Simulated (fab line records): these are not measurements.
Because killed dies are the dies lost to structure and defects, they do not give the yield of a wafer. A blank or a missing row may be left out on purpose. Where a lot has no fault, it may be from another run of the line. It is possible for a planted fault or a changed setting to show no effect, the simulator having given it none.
Struck lot and sound lot, side by side	flow rit_cmos	43 steps out of a route of 202
Sound: these wafers, L787.2, L787.4, L787.6. The struck wafers were L797.1, L797.2, L797.6. The cause is given at the end.
For every step that has rows: the tool of each side, followed by ch and its chambers, followed by its first start. Under that, the readings that differ: sound wafers	struck wafers	difference of the means	sigmas: that difference in standard deviations of wafers without a fault.
alike: a reading whose means differ by less than 2 such deviations, as well as words and numbers matching on both sides. not compared: withheld readings; readings where some wafer has no value; bounds like >300 that might hide an equal value; numbers whose values overlap and for which the record gives no deviation.
Wherever a step has rows on one side only, a row that says differs or no value, or a row with sigmas, the two part there. Numbers that don't overlap but have no deviation are shown without sigmas and don't part them. A reading missing from all wafers of one side parts the sides only when that side holds two or more wafers.

first, 5 steps without rows for these wafers: RIT_PRETRO_COAT_01 (resist thk 1300 nm); RIT_PRETRO_SOFTBAKE_02 (time 60 s); RIT_PRETRO_EXPOSE_03 (exposes mask M5, target cd 43700 nm); RIT_PRETRO_PEB_04; RIT_PRETRO_DEVELOP_05 (develop time 68 s).
RIT_PRETRO_OVL_MEAS_06:
  sound on overlay-01 at day 4 17:57; struck on overlay-02 at day 6 18:25
  alike: PRETRO_OVL
then, 2 steps without rows for these wafers: RIT_PRETRO_HARDBAKE_07 (time 120 s); RIT_PRETRO_IMPLANT_08.
RIT_PRETRO_STRIP_09: strips in O2, time 180 s.
  sound on plasma_asher-04 ch 0,1, day 4 18:32; struck on plasma_asher-02 ch 0,1, day 6 18:52
  alike: drypump_motor_current_A, o2_flow_sccm
  not compared: rf_hours_counter_h
RIT_PRETRO_TW_MEAS_10:
  sound on film_metro-02 at day 4 18:43; struck on film_metro-04 at day 6 19:02
reading	sound	struck	difference	sigmas
PRETRO_TW	481 481 479	467 468 467	-13	-3
then, 2 steps without rows for these wafers: RIT_GATE_WET_ETCH_00 (etches SiO2 in BOE, target depth 56 nm, time 60 s); RIT_GATE_CLEAN_01 (cleans in SC1, time 600 s).
RIT_GATE_CLEAN_02: cleans in dHF, time 30 s.
  sound on wet_bench-04 ch 3, day 4 18:59; struck on wet_bench-04 ch 2, day 6 19:17
then, 2 steps without rows for these wafers: RIT_GATE_CLEAN_03 (cleans in SC2, time 600 s); RIT_GATE_CLEAN_04 (cleans in dHF, time 60 s).
RIT_FOX2_THK_MEAS_91:
  sound on film_metro-03 at day 4 19:14; struck on film_metro-03 at day 6 19:31
  alike: FIELD_OXIDE_LEFT_2_THK
then, 2 steps without rows for these wafers: RIT_GATE_OXIDATION_05 (target thk 3 nm, ox time 270 s); RIT_GATE_ANNEAL_06 (time 600 s).
RIT_GATE_THK_MEAS_07:
  sound on film_metro-03 at day 4 20:37; struck on film_metro-03 at day 6 21:58
  alike: GATE_OXIDE_THK
then, 1 step without rows for these wafers: RIT_GATE_CVD_08 (deposits poly-Si from SiH4, target thk 250 nm, time 2220 s).
RIT_GATE_THK_MEAS_09:
  sound on film_metro-02 at day 4 22:17; struck on film_metro-02 at day 7 00:26
  alike: GATE_POLY_THK
then, 6 steps without rows for these wafers: RIT_GATE_HMDS_10 (prime time 60 s); RIT_GATE_COAT_11 (resist thk 850 nm); RIT_GATE_SOFTBAKE_12 (time 60 s); RIT_GATE_EXPOSE_13 (exposes mask M6, target cd 150 nm); RIT_GATE_PEB_14; RIT_GATE_DEVELOP_15 (develop time 50 s).
RIT_GATE_CD_MEAS_16 targets a cd of 150 nm.
  sound on cd_sem-01 at day 4 23:13; struck on cd_sem-02 at day 7 01:21
  alike: cd_nm
RIT_GATE_OVL_MEAS_17:
  sound on overlay-02 at day 4 23:19; struck on overlay-02 at day 7 01:28
  alike: GATE_OVL
then, 1 step without rows for these wafers: RIT_GATE_HARDBAKE_18 (time 60 s).
RIT_GATE_ETCH_19: etches poly-Si in SF6/CHF3/O2, stops on SiO2, time 165 s, target depth 312.5 nm.
  sound on rie_si-02 ch 1,2, day 4 23:29; struck on rie_si-02 ch 0,1,3, day 7 01:40
  alike: drypump_motor_current_A, he_backside_leak_sccm, oes_product_au, rf_fwd_power_W, throttle_valve_pct
  not compared: rf_hours_counter_h
RIT_GATE_STRIP_20: strips in O2, time 180 s.
  sound on plasma_asher-03 ch 0,1, day 4 23:36; struck on plasma_asher-01 ch 0,1, day 7 01:46
  alike: drypump_motor_current_A, o2_flow_sccm
  not compared: rf_hours_counter_h
RIT_GATE_CD_MEAS_90 targets a cd of 150 nm.
  sound on cd_sem-02 at day 4 23:48; struck on cd_sem-02 at day 7 01:56
  alike: cd_nm
then, 4 steps without rows for these wafers: RIT_REOX_CLEAN_00 (cleans in SC1, time 600 s); RIT_REOX_CLEAN_01 (cleans in dHF, time 30 s); RIT_REOX_CLEAN_02 (cleans in SC2, time 600 s); RIT_REOX_OXIDATION_03 (target thk 25.2 nm, ox time 5580 s).
RIT_REOX_THK_MEAS_04:
  sound on film_metro-03 at day 5 04:47; struck on film_metro-04 at day 7 05:27
  alike: REOX_OXIDE_THK
then, 4 steps without rows for these wafers: RIT_NLDD_HMDS_00 (prime time 60 s); RIT_NLDD_COAT_01 (resist thk 1000 nm); RIT_NLDD_SOFTBAKE_02 (time 60 s); RIT_NLDD_EXPOSE_03 (exposes mask M7, target cd 40700 nm).
RIT_M1_PROBE_99:
  sound on prober-01 at day 5 21:32; struck on prober-01 at day 7 23:19
reading	sound	struck	difference	sigmas
killed_at_front_end	5 7 6	35 29 26	+24	+8
killed_dies	5 7 7	35 29 26	+24	+8
killed_on_rim	2 2 1	9 12 8	+8	+6
  alike: killed_at_contacts, killed_open, killed_short

WHERE THEY PART
Last at RIT_M1_PROBE_99 as far as this record goes, first at RIT_PRETRO_TW_MEAS_10.

WHY: what the simulator had put in
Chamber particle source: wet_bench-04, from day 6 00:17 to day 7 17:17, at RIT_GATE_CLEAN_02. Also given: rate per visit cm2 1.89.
